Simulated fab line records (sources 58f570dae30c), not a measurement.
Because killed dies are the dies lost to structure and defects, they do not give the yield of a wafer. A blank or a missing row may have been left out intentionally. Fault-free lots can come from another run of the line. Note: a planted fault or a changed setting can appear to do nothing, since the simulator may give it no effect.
2 desks, one fault | flow berkeley cmos170 | every desk sees just its own numbers, and what lay behind them comes last

DESK OF THE TOOL OWNER: pvd sputter-03
The tool's own readings at UCB170_M2_SPUTTER_01 (material Al, target thk 900 nm, time 125.1 s): means of the sampled wafers that have a number, for each lot that ran on this tool. Marked OUT: a lot whose mean sits more than 4 standard deviations from the usual mean, which makes it out of limits; the brackets give that distance.
Columns: A = throttle valve pct at UCB170_M2_SPUTTER_01, usual 30.2 %
lot  | first seen here | A
L542 | day 8 12:07     | 30.3
L552 | day 10 18:01    | 29.8
This desk found nothing out of limits on any of the 2 lots.

AT THE METROLOGY DESK
What the gauges read, lot by lot, whatever tool the lot ran on: means of the sampled wafers that have a number. Marked OUT: a lot whose mean sits more than 4 standard deviations from the usual mean, which makes it out of limits; the brackets give that distance.
Columns: A = cd nm at UCB170_V1_CD_MEAS_12, usual 700.3 nm; B = V1_OVL at UCB170_V1_OVL_MEAS_13, usual -5 nm; C = cd nm at UCB170_V1_CD_MEAS_90, usual 700.3 nm; D = M2_AL_RS at UCB170_M2_RS_MEAS_02, usual 0.0308 ohm/sq; E = M2_AL_THK at UCB170_M2_THK_MEAS_03, usual 944 nm; F = cd nm at UCB170_M2_CD_MEAS_15, usual 699.3 nm; G = M2_OVL at UCB170_M2_OVL_MEAS_16, usual -2 nm
lot  | first seen here | A     | B   | C     | D                 | E              | F     | G
L542 | day 8 11:09     | 701.4 | -9  | 702.5 | 0.0310            | 942            | 700.4 | 0
L546 | day 9 14:13     | 701.7 | -9  | 702.0 | 0.0305            | 958            | 700.4 | -1
L552 | day 10 17:23    | 699.2 | 2   | 699.2 | 0.0282 (-7.9) OUT | 1054 (+10) OUT | 698.1 | 6
L560 | day 12 11:17    | 702.7 | -16 | 702.7 | 0.0313            | 927            | 699.2 | -7
L564 | day 13 07:26    | 699.1 | -1  | 699.5 | 0.0308            | 939            | 699.4 | -7
Per this desk, out of limits: L552; the first was L552, day 10 18:06 (M2_AL_RS at UCB170_M2_RS_MEAS_02). In limits: L542, L546, L560, L564.

PUT TOGETHER
An alarm was possible from the metrology desk at day 10 18:06, on L552.
Nothing out of limits was seen by the tool owner's desk.
On record at the tool owner's desk: L552, within its limits.
All the named lots went through UCB170_M2_SPUTTER_01 on pvd sputter-03.

WHAT THE SIMULATOR HAD INSERTED
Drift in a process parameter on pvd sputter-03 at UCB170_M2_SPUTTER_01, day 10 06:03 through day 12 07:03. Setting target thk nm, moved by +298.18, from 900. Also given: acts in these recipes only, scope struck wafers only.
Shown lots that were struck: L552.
Hours from the fault's start to each desk's first reading out of limits: the metrology desk, 12.
